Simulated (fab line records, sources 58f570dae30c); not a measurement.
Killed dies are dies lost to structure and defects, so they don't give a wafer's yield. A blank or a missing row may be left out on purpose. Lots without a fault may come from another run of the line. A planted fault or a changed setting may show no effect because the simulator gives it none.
One fault seen from 2 desks | flow berkeley_cmos170 | each desk has only its own numbers; what lay behind them comes last

THE METROLOGY DESK
What the gauges read, lot by lot, whatever tool the lot ran on: means of the sampled wafers that have a number. A lot is out of limits, marked OUT, if its mean lies more than 4 standard deviations from the usual mean; the brackets give that distance. Of its 11 readings 7 are shown: those that lie furthest out on some lot.
Columns: A = cd_nm at UCB170_M1_CD_MEAS_09, usual 700.3 nm; B = cd_nm at UCB170_M1_CD_MEAS_90, usual 700 nm; C = V1_TEOS_THK at UCB170_V1_THK_MEAS_01, usual 1998 nm; D = cd_nm at UCB170_V1_CD_MEAS_12, usual 699.7 nm; E = cd_nm at UCB170_V1_CD_MEAS_90, usual 699.9 nm; F = M2_AL_RS at UCB170_M2_RS_MEAS_02, usual 0.0321 ohm/sq; G = M2_AL_THK at UCB170_M2_THK_MEAS_03, usual 902 nm
lot  | first seen here | A     | B   | C    | D     | E     | F      | G
L101 | day 10 04:10    | 698.4 | 695 | 2011 | 696.3 | 696.9 | 0.0318 | 920
L102 | day 10 04:32    | 700.9 | 701 | 2045 | 699.4 | 699.7 | 0.0325 | 893
L106 | day 10 19:35    | 700.6 | 702 | 1977 | 701.6 | 700.6 | 0.0327 | 892
L105 | day 10 20:33    | 700.8 | 699 | 1980 | 697.6 | 697.9 | 0.0323 | 890
L117 | day 13 23:52    | 701.1 | 700 | 1969 | 696.9 | 697.0 | 0.0317 | 911
L120 | day 14 15:08    | 699.7 | 699 | 1992 | 699.0 | 699.1 | 0.0324 | 900
This desk's finding: nothing out of limits on any of the 6 lots.

THE TOOL OWNER'S DESK: furnace-03
The tool's own readings at UCB170_M1_ANNEAL_14 (time 1200 s): means of the sampled wafers that have a number, for each lot that ran on this tool. A lot is out of limits, marked OUT, if its mean lies more than 4 standard deviations from the usual mean; the brackets give that distance.
Columns: A = spike_tc_load_C at UCB170_M1_ANNEAL_14, usual 416.7 C; B = tube_center_temp_C at UCB170_M1_ANNEAL_14, usual 400 C
lot  | first seen here | A     | B
L101 | day 10 05:28    | 415.8 | 400
L102 | day 10 05:28    | 416.9 | 400
L106 | day 10 20:08    | 416.9 | 400
L105 | day 10 21:28    | 417.0 | 400
L117 | day 14 01:09    | 416.1 | 400
L120 | day 14 15:50    | 416.1 | 400
This desk's finding: nothing out of limits on any of the 6 lots.

PUT TOGETHER
The metrology desk saw nothing out of limits.
The tool owner's desk saw nothing out of limits.

WHAT THE SIMULATOR HAD PUT IN
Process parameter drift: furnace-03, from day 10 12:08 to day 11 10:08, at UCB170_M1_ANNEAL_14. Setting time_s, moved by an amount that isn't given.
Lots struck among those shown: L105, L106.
